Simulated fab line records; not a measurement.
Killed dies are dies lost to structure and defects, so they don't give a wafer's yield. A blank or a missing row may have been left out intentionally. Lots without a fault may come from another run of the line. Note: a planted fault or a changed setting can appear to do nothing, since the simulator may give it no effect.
Which tool was responsible? | flow berkeley-cmos170 | 39 wafers from 13 lots sampled at 4 of the route's 331 steps

== WHAT THE GAUGES SHOWED, per wafer ==
UCB170_SPACER_THK_MEAS_01.
lot  | measured     | on            | SPACER_TEOS_THK (nm)
L305 | day 6 08:32  | film-metro-03 | 377 384 370
L309 | day 7 08:36  | film-metro-03 | 370 377 378
L310 | day 7 12:29  | film-metro-04 | 382 375 375
L311 | day 7 13:04  | film-metro-04 | 377 366 378
L308 | day 7 13:37  | film-metro-04 | 387 380 381
L314 | day 8 05:32  | film-metro-03 | 377 379 381
L313 | day 8 05:43  | film-metro-04 | 376 378 384
L312 | day 8 06:08  | film-metro-02 | 381 383 384
L317 | day 8 21:46  | film-metro-04 | 373 371 383
L316 | day 8 22:27  | film-metro-04 | 382 375 385
L324 | day 10 10:14 | film-metro-03 | 373 319 375
L325 | day 10 11:10 | film-metro-02 | 374 373 377
L327 | day 11 10:37 | film-metro-02 | 372 372 379

UCB170_PSD_TW_MEAS_10.
lot  | measured     | on            | PSD_TW
L305 | day 6 16:18  | film-metro-03 | 2332 2325 2329
L309 | day 7 12:22  | film-metro-03 | 2321 2341 2325
L310 | day 7 18:49  | film-metro-04 | 2325 2328 2326
L311 | day 7 19:20  | film-metro-04 | 2326 2341 2330
L308 | day 7 19:05  | film-metro-01 | 2338 2336 2356
L314 | day 8 11:58  | film-metro-03 | 2321 2328 2322
L313 | day 8 12:35  | film-metro-03 | 2311 2323 2313
L312 | day 8 12:31  | film-metro-04 | 2312 2315 2312
L317 | day 9 04:10  | film-metro-04 | 2327 2329 2325
L316 | day 9 04:10  | film-metro-01 | 2330 2328 2340
L324 | day 10 16:02 | film-metro-01 | 2344 2360 2350
L325 | day 10 16:55 | film-metro-03 | 2342 2326 2341
L327 | day 11 17:13 | film-metro-04 | 2331 2336 2329

== WHAT TOOL EACH LOT RAN ON (gives the tool, then ch and the chambers of the sampled wafers, and finally the start) ==
lot  | UCB170_SPACER_CVD_00            | UCB170_SPACER_ETCHBACK_03
L305 | pecvd-04 ch 0,1,2, day 6 08:29  | rie-diel-03 ch 0,1,2, day 6 14:05
L309 | pecvd-03 ch 0,1,2, day 7 08:34  | rie-diel-03 ch 0,1,3, day 7 10:47
L310 | pecvd-03 ch 0,1,2, day 7 12:26  | rie-diel-04 ch 2,3, day 7 17:09
L311 | pecvd-01 ch 0,2, day 7 13:01    | rie-diel-03 ch 0,2, day 7 17:09
L308 | pecvd-03 ch 0,1,2, day 7 13:34  | rie-diel-02 ch 0,1,3, day 7 17:11
L314 | pecvd-01 ch 0,1, day 8 05:28    | rie-diel-03 ch 0,1,3, day 8 10:31
L313 | pecvd-03 ch 1,2, day 8 05:39    | rie-diel-03 ch 1,2,3, day 8 10:35
L312 | pecvd-01 ch 1, day 8 06:04      | rie-diel-02 ch 2,3, day 8 10:35
L317 | pecvd-01 ch 0,1,2, day 8 21:43  | rie-diel-02 ch 1,2,3, day 9 02:10
L316 | pecvd-03 ch 1,2, day 8 22:25    | rie-diel-04 ch 0,2, day 9 02:10
L324 | pecvd-03 ch 0,1,2, day 10 10:11 | rie-diel-02 ch 1,2,3, day 10 14:21
L325 | pecvd-01 ch 0,1,2, day 10 11:08 | rie-diel-03 ch 0,1,3, day 10 14:21
L327 | pecvd-04 ch 0,1,2, day 11 10:34 | rie-diel-04 ch 0,1,3, day 11 14:49
- UCB170_SPACER_CVD_00: deposits SiO2 from TEOS/O2, target thk 376 nm, time 47 s.
- UCB170_SPACER_ETCHBACK_03: etches SiO2 in CHF3/CF4/Ar, stops on Si, target depth 376 nm, time 100 s.

== AS READ BY THE TOOLS THEMSELVES (means over the sampled wafers that have a number; for cases with no such wafer, the mark the record gives instead) ==
UCB170_SPACER_CVD_00.
lot  | tool     | heater-power-w (W) | rf-fwd-power-W (W)
L305 | pecvd-04 | 211                | 544.0
L309 | pecvd-03 | 236                | 541.8
L310 | pecvd-03 | 228                | 544.4
L311 | pecvd-01 | 286                | 542.7
L308 | pecvd-03 | 241                | 546.2
L314 | pecvd-01 | 203                | 544.0
L313 | pecvd-03 | 271                | 542.7
L312 | pecvd-01 | 235                | 547.1
L317 | pecvd-01 | 227                | 544.2
L316 | pecvd-03 | 284                | 543.9
L324 | pecvd-03 | 266                | 472.0
L325 | pecvd-01 | 231                | 544.7
L327 | pecvd-04 | 227                | 544.4

UCB170_SPACER_ETCHBACK_03.
lot  | tool        | drypump-motor-current-A (A) | oes-product-au (a.u.) | throttle-valve-pct (%)
L305 | rie-diel-03 | 5.6                         | 0.899                 | 6.52
L309 | rie-diel-03 | 5.3                         | 0.891                 | 6.46
L310 | rie-diel-04 | 5.2                         | 0.899                 | 6.43
L311 | rie-diel-03 | 5.9                         | 0.902                 | 6.42
L308 | rie-diel-02 | 6.3                         | 0.904                 | 6.50
L314 | rie-diel-03 | 5.3                         | 0.892                 | 6.46
L313 | rie-diel-03 | 5.2                         | 0.897                 | 6.49
L312 | rie-diel-02 | 5.9                         | 0.904                 | 6.42
L317 | rie-diel-02 | 6.3                         | 0.892                 | 6.51
L316 | rie-diel-04 | 5.9                         | 0.904                 | 6.37
L324 | rie-diel-02 | 6.2                         | 0.861                 | 6.50
L325 | rie-diel-03 | 5.3                         | 0.891                 | 6.45
L327 | rie-diel-04 | 5.7                         | 0.899                 | 6.45

== THE ANSWER, worked out from the rows above alone ==
Rule: what is usual is taken from the lots themselves. Put in order of their means at a reading, lots are off if they are a third of the lots or fewer, leave a main group of 4 or more, and stand apart from it by a gap of 3 or more times the standard deviation of the main group's means; of several such gaps the widest counts. Not used: any main group whose means are identical at the precision the tables above print for the reading. A lot without any number at a reading at which 4 lots or more have one is off too. Where the step has rows for the other lots, those lots are counted as sound. Order of review: gauges by route order, followed by the tools' own readings, for which a lot's mean as printed above is used. At the first step where some lot is off, the reading lying furthest off is the one used; lots without a number count as furthest.
Off: L324, at UCB170_SPACER_THK_MEAS_01 (SPACER_TEOS_THK). The main group has a mean of 378 nm with a standard deviation of 3.
If a tool, at a process step before that reading, ran all the lots that are off and no sound lot after the first of them, it fits. Not tried: the gauges at UCB170_SPACER_THK_MEAS_01; whatever is off there is also off at UCB170_SPACER_CVD_00, on other tools, and gauge error can't account for it. One fits: pecvd-03 at UCB170_SPACER_CVD_00. A fault onset in the window from L316 (day 8 22:25, its last sound lot) to L324 (day 10 10:11, its first lot off) fits.
On the lots that are off, the tool's own readings at UCB170_SPACER_CVD_00 differ by more than 5 times the standard deviation of the sound lots' means, which bears it out; rf-fwd-power-W reads 472.0 W there versus 544.2 W on the sound lots.

== WHAT THE SIMULATOR HAD PUT IN ==
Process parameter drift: pecvd-03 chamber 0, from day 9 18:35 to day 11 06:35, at UCB170_SPACER_CVD_00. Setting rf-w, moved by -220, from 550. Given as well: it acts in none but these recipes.
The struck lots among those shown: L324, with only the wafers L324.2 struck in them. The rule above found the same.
